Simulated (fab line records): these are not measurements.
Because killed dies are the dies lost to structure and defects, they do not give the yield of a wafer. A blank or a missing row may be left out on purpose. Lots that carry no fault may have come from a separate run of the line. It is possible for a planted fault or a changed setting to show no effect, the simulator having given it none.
Which tool is to blame? || flow berkeleyCmos170 || 21 wafers from 7 lots sampled at 4 of the route's 331 steps

## WHAT THE GAUGES SHOWED, per wafer
UCB170_V2_OVL_MEAS_13.
{"lot": "L125", "measured": "day 7 13:26", "on": "overlay-01", "V2_OVL (nm)": "-1 0 0"}
{"lot": "L127", "measured": "day 8 05:53", "on": "overlay-02", "V2_OVL (nm)": "-5 0 -4"}
{"lot": "L131", "measured": "day 8 13:32", "on": "overlay-02", "V2_OVL (nm)": "-7 2 8"}
{"lot": "L132", "measured": "day 9 09:49", "on": "overlay-02", "V2_OVL (nm)": "-9 0 -3"}
{"lot": "L141", "measured": "day 11 05:38", "on": "overlay-02", "V2_OVL (nm)": "-5 -3 -10"}
{"lot": "L144", "measured": "day 11 21:50", "on": "overlay-02", "V2_OVL (nm)": "7 1 0"}
{"lot": "L147", "measured": "day 12 04:32", "on": "overlay-02", "V2_OVL (nm)": "-1 -2 0"}

## EACH LOT AND THE TOOL THAT RAN IT (in order: tool; ch and the chambers of the sampled wafers; start)
{"lot": "L125", "UCB170_PWELL_WET_ETCH_20": "wetBench-02 ch 1, day 3 02:15", "UCB170_PLDD_STRIP_10": "plasmaAsher-02 ch 0,1, day 6 02:35", "UCB170_CONTACT_ETCH_18": "rieDiel-04 ch 1,2,3, day 7 13:26 or earlier"}
{"lot": "L127", "UCB170_PWELL_WET_ETCH_20": "wetBench-03 ch 3, day 3 13:04", "UCB170_PLDD_STRIP_10": "plasmaAsher-04 ch 0,1, day 6 16:02", "UCB170_CONTACT_ETCH_18": "rieDiel-02 ch 2,3, day 8 05:53 or earlier"}
{"lot": "L131", "UCB170_PWELL_WET_ETCH_20": "wetBench-02 ch 3, day 4 19:04", "UCB170_PLDD_STRIP_10": "plasmaAsher-02 ch 0,1, day 7 05:16", "UCB170_CONTACT_ETCH_18": "rieDiel-03 ch 1,2,3, day 8 13:32 or earlier"}
{"lot": "L132", "UCB170_PWELL_WET_ETCH_20": "wetBench-01 ch 0, day 5 00:52", "UCB170_PLDD_STRIP_10": "plasmaAsher-02 ch 0,1, day 8 03:44", "UCB170_CONTACT_ETCH_18": "rieDiel-04 ch 0,3, day 9 09:49 or earlier"}
{"lot": "L141", "UCB170_PWELL_WET_ETCH_20": "wetBench-02 ch 3, day 6 15:38", "UCB170_PLDD_STRIP_10": "plasmaAsher-04 ch 0,1, day 9 14:04", "UCB170_CONTACT_ETCH_18": "rieDiel-03 ch 1,2, day 11 05:38 or earlier"}
{"lot": "L144", "UCB170_PWELL_WET_ETCH_20": "wetBench-01 ch 2, day 7 07:30", "UCB170_PLDD_STRIP_10": "plasmaAsher-01 ch 0,1, day 10 08:46", "UCB170_CONTACT_ETCH_18": "rieDiel-04 ch 0,1,2, day 11 21:50 or earlier"}
{"lot": "L147", "UCB170_PWELL_WET_ETCH_20": "wetBench-01 ch 1, day 7 20:51", "UCB170_PLDD_STRIP_10": "plasmaAsher-02 ch 0,1, day 10 22:23", "UCB170_CONTACT_ETCH_18": "rieDiel-03 ch 0,1,3, day 12 04:32 or earlier"}
- UCB170_PWELL_WET_ETCH_20: etches SiO2 in BOE, time 22 s.
- UCB170_PLDD_STRIP_10: strips in O2.
- UCB170_CONTACT_ETCH_18: etches PSG in CHF3/CF4/Ar, stops on TiSi2, target depth 840 nm, time 195 s.

## THE ANSWER, worked out from the rows above alone
Rule: what is usual is taken from the lots themselves. The widest of any qualifying gaps counts: lots, ordered by their means at a reading, are off when they make up no more than a third of the lots, leave a main group of 4 or more, and stand apart from it by 3 or more times the standard deviation of that group's means. If all means in a main group match to the digits the tables above print for the reading, that group is not used. Also off: a lot with no number at a reading for which 4 or more lots have one. All remaining lots with rows at the step are treated as sound.
None of the lots is off at any reading shown; this tells nothing.

## WHAT HAD BEEN PUT IN BY THE SIMULATOR
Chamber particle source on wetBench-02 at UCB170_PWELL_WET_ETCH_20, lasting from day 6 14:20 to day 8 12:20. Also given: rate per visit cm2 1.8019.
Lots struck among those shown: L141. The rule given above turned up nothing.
